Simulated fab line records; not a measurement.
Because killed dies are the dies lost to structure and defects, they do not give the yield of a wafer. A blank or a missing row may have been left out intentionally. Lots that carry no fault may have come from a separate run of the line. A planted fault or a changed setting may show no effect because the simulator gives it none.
Split-lot experiment	flow rit-cmos	5 lots, 23 wafers read, on a route of 202 steps

== SPLIT DETAILS ==
At RIT_CONTACT_ETCH_11 (etches SiO2 in CHF3/CF4/Ar, stops on TiSi2, target depth 480 nm, time 320 s), the setting time-s was moved away from the recipe's 320 s on 9 of the 23 wafers read, by -9.9% to +14.1%. All remaining wafers had this setting at the recipe value.

The reading comes from the split's own step.

== THE READING ==
NOVOLAK_of_CONTACT_COAT_03.thk-nm (the simulator's own value, which no gauge read), in nm, at RIT_CONTACT_ETCH_11 (etches SiO2 in CHF3/CF4/Ar, stops on TiSi2, target depth 480 nm, time 320 s). The file gives no usual value for it. Average 769.9 nm, standard deviation 4.2 nm, over the 14 wafers here run with the recipe.

wafer	tool, chamber at the split	time-s as run, s	against the recipe	NOVOLAK_of_CONTACT_COAT_03.thk-nm, nm	against lot-mates on the recipe
L079.1	rie-diel-04, 1	292.6	-8.6%	782.2	+10.9
L079.2	rie-diel-04, 2	320	recipe	770.6	-
L079.3	rie-diel-04, 3	320	recipe	769.2	-
L079.5	rie-diel-04, 2	292.6	-8.6%	781.4	+10.1
L079.6	rie-diel-04, 1	320	recipe	774	-
L082.1	rie-diel-04, 3	365.1	+14.1%	752.1	-20.0
L082.3	rie-diel-04, 2	320	recipe	774.4	-
L082.4	rie-diel-04, 1	365.1	+14.1%	759.5	-12.6
L082.5	rie-diel-04, 1	320	recipe	774.7	-
L082.6	rie-diel-04, 0	320	recipe	767.3	-
L083.1	rie-diel-03, 1	354.3	+10.7%	751.8	-21.6
L083.2	rie-diel-03, 3	320	recipe	775.8	-
L083.3	rie-diel-03, 0	320	recipe	771.8	-
L083.5	rie-diel-03, 3	320	recipe	772.7	-
L083.6	rie-diel-03, 0	354.3	+10.7%	763.3	-10.1
L084.3	rie-diel-04, 3	320	recipe	766.5	-
L084.4	rie-diel-04, 2	320	recipe	764.9	-
L084.5	rie-diel-04, 3	320	recipe	761.4	-
L085.1	rie-diel-03, 1	320	recipe	764.9	-
L085.2	rie-diel-03, 0	288.2	-9.9%	784.8	+17.0
L085.3	rie-diel-03, 3	320	recipe	770.7	-
L085.4	rie-diel-03, 1	288.2	-9.9%	777.7	+9.9
L085.6	rie-diel-03, 3	288.2	-9.9%	782.2	+14.4

THE FIT
A straight line over all 23 wafers: NOVOLAK_of_CONTACT_COAT_03.thk-nm changes by -1.14 nm for each +1% of time-s; r = -0.88; the points scatter about the line by 4.3 nm.
The same after taking each lot's own level away (the mean of its wafers on the recipe; 23 wafers): -1.3 nm for each +1%; r = -0.94; scatter 3.3 nm.
According to that fit, moving time-s by its largest amount changes the reading by 18 nm.
From 764.27 to 773.43 nm: that is the span of the lots' own levels, equal to 2.2 times the standard deviation above.
Thus the slope moves with the lot-to-lot level: the two fits are different.
Check: for one of the wafers moved furthest among these (+14.1%), held out of the fit, the line's prediction against its lot-mates is -17.8 nm. Against them it came out at -20 nm.

== THE OTHER SPLITS THESE WAFERS WENT THROUGH ==
Note: prior to the reading, these wafers also went through further splits. Each is held against what the fit with the lots' levels taken away leaves over:
other split on the same wafers	wafers away from the commonest value	r with NOVOLAK_of_CONTACT_COAT_03.thk-nm (lot level and that fit taken away)
RIT_ACTIVE_OXIDATION_01 ox-time-s	15	+0.01
RIT_ACTIVE_ETCH_13 over-etch-frac	6	+0.08
RIT_NWELL_IMPLANT_08 dose-cm2	10	+0.14
RIT_PWELL_DEVELOP_05 develop-time-s	8	+0.04
RIT_NRETRO_COAT_01 resist-thk-nm	4	-0.22
RIT_NRETRO_SOFTBAKE_02 time-s	7	+0.03
RIT_GATE_OXIDATION_05 ox-time-s	18	-0.16
RIT_GATE_EXPOSE_13 dose-mj	8	-0.06
RIT_NLDD_IMPLANT_08 dose-cm2	6	+0.02
RIT_PLDD_IMPLANT_08 dose-cm2	4	-0.51
RIT_SPACER_CVD_03 sih2cl2-flow-sccm	15	+0.04
RIT_NSD_IMPLANT_08 energy-kev	5	-0.13
RIT_PSD_HARDBAKE_07 temp-c	8	-0.25

== FILE'S OWN FIT ==
NOVOLAK_of_CONTACT_COAT_03.thk-nm changes by -1.29 nm for each +1% of time-s, r = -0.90.
